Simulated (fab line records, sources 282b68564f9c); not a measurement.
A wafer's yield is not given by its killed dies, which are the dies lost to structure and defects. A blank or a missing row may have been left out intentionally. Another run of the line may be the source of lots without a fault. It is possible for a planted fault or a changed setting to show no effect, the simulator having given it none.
Which tool did it? + flow rit_cmos + 7 lots with 21 wafers sampled at 3 steps, on a route of 202 steps

## WHAT EACH GAUGE READ, for each wafer
RIT_M1_THK_MEAS_02: measures by xrf.
| lot  | measured    | on            | M1_AL_THK (nm) |
|------|-------------|---------------|----------------|
| L166 | day 3 20:47 | film_metro-01 | 410 407 411    |
| L168 | day 4 08:08 | film_metro-01 | 411 409 407    |
| L170 | day 4 17:25 | film_metro-01 | 405 411 403    |
| L172 | day 5 04:19 | film_metro-02 | 396 395 399    |
| L178 | day 6 03:46 | film_metro-02 | 407 405 408    |
| L184 | day 7 06:50 | film_metro-02 | 399 397 399    |
| L186 | day 7 20:55 | film_metro-01 | 404 396 401    |

## TOOL THAT RAN EACH LOT (tool first, then ch and the chambers of the sampled wafers, then the start)
| lot  | RIT_PSD_HARDBAKE_07              | RIT_SDANNEAL_RTA_03             |
|------|----------------------------------|---------------------------------|
| L166 | litho_track-02 ch 0, day 3 15:58 | rtp_anneal-02 ch 0, day 3 17:02 |
| L168 | litho_track-02 ch 0, day 4 03:20 | rtp_anneal-02 ch 0, day 4 04:13 |
| L170 | litho_track-02 ch 0, day 4 12:27 | rtp_anneal-02 ch 0, day 4 13:18 |
| L172 | litho_track-01 ch 0, day 4 23:45 | rtp_anneal-02 ch 0, day 5 00:37 |
| L178 | litho_track-04 ch 0, day 5 23:05 | rtp_anneal-02 ch 0, day 5 23:58 |
| L184 | litho_track-04 ch 0, day 7 02:12 | rtp_anneal-02 ch 0, day 7 03:06 |
| L186 | litho_track-02 ch 0, day 7 16:09 | rtp_anneal-02 ch 0, day 7 17:03 |
- RIT_PSD_HARDBAKE_07: time 60 s.
- RIT_SDANNEAL_RTA_03: time 5 s.

## THE ANSWER, worked out from the rows above alone
Rule: usual is defined by the lots themselves. The widest of any qualifying gaps counts: lots, ordered by their means at a reading, are off when they make up no more than a third of the lots, leave a main group of 4 or more, and stand apart from it by 3 or more times the standard deviation of that group's means. If all means in a main group match to the digits the tables above print for the reading, that group is not used. A lot without any number at a reading at which 4 lots or more have one is off too. Where the step has rows for the other lots, those lots are counted as sound.
Across all readings shown, no lot is off: no conclusion can be drawn from this.

## WHAT THE SIMULATOR HAD PUT IN
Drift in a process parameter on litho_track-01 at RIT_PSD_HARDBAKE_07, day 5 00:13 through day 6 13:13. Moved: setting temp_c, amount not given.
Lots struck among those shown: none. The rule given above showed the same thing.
